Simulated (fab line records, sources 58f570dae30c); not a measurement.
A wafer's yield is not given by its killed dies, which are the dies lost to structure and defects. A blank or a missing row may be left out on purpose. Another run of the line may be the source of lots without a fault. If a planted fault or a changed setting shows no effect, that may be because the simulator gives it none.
One fault through the eyes of 2 desks | flow berkeleyCmos170 | every desk sees just its own numbers, and what lay behind them comes last

## THE METROLOGY DESK
What the gauges read for every lot (on any tool): the sampled wafers with a number, averaged. If a lot's mean is further than 4 standard deviations from the usual mean, the lot is out of limits and carries the mark OUT (the distance appears in the brackets).
Columns: A = GATE_OXIDE_THK at UCB170_GATE_THK_MEAS_02, usual 6.60 nm; B = NLDD_TW at UCB170_NLDD_TW_MEAS_11, usual 2208; C = NLDD_RS at UCB170_SDANNEAL_RS_MEAS_05, usual 616.2 ohm/sq
lot  | first seen here | A    | B               | C
L690 | day 5 19:23     | 6.72 | 2213            | 614.8
L693 | day 6 16:44     | 6.65 | 2212            | 617.2
L692 | day 6 16:46     | 6.59 | 2195            | 616.4
L696 | day 7 08:19     | 6.56 | 2217            | 616.1
L697 | day 7 08:19     | 6.61 | 2199            | 616.6
L695 | day 7 08:20     | 6.60 | 2208            | 617.7
L698 | day 7 14:02     | 6.56 | 2223            | 616.2
L702 | day 8 21:41     | 6.33 | 2324 (+11) OUT  | 539.8 (-48) OUT
L705 | day 9 03:11     | 6.64 | 2310 (+9.3) OUT | 538.6 (-49) OUT
L709 | day 9 15:23     | 6.76 | 2206            | 615.7
L710 | day 9 23:59     | 6.74 | 2208            | 620.0
L711 | day 10 18:14    | 6.54 | 2211            | 615.3
L712 | day 10 18:15    | 6.84 | 2205            | 616.1
L713 | day 10 18:17    | 6.69 | 2210            | 616.0
This desk reports L702, L705 out of limits; the earliest was L702 at day 9 11:11 (NLDD_TW at UCB170_NLDD_TW_MEAS_11). L690, L693, L692, L696, L697, L695, L698, L709, L710, L711, L712, L713 stayed within limits.

## THE TOOL OWNER'S DESK: implanter-04
The tool's own readings at UCB170_NLDD_IMPLANT_09, given as means over the sampled wafers that have a number, one for each lot that went through this tool. If a lot's mean is further than 4 standard deviations from the usual mean, the lot is out of limits and carries the mark OUT (the distance appears in the brackets).
Columns: A = doseIonsCm2 at UCB170_NLDD_IMPLANT_09, usual 5.001e+13; B = faradayCurrentUA at UCB170_NLDD_IMPLANT_09, usual 158.8
lot  | first seen here | A                           | B
L695 | day 7 20:26     | 4.997e+13                   | 159.5
L702 | day 9 10:56     | 7.161e+13 (+99 or more) OUT | 225.2 (+22) OUT
L705 | day 9 13:55     | 7.168e+13 (+99 or more) OUT | 232.0 (+24) OUT
This desk's finding: out of limits on L702, L705; first on L702, day 9 10:56 (doseIonsCm2 at UCB170_NLDD_IMPLANT_09). L695 stayed within limits.

## BROUGHT TOGETHER
An alarm could have come from the tool owner's desk at day 9 10:56, on L702, L705.
Metrology desk: alarm possible at day 9 11:11 on L702, L705.
UCB170_NLDD_IMPLANT_09 was run on implanter-04 by each of the lots named.

## WHAT WAS PUT IN BY THE SIMULATOR
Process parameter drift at UCB170_NLDD_IMPLANT_09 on implanter-04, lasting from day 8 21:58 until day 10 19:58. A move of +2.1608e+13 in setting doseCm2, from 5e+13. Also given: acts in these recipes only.
Struck lots among those shown: L702, L705.
Delay (hours) between the fault's onset and each desk's first out-of-limits reading: 13 at the tool owner's desk, 13 at the metrology desk.
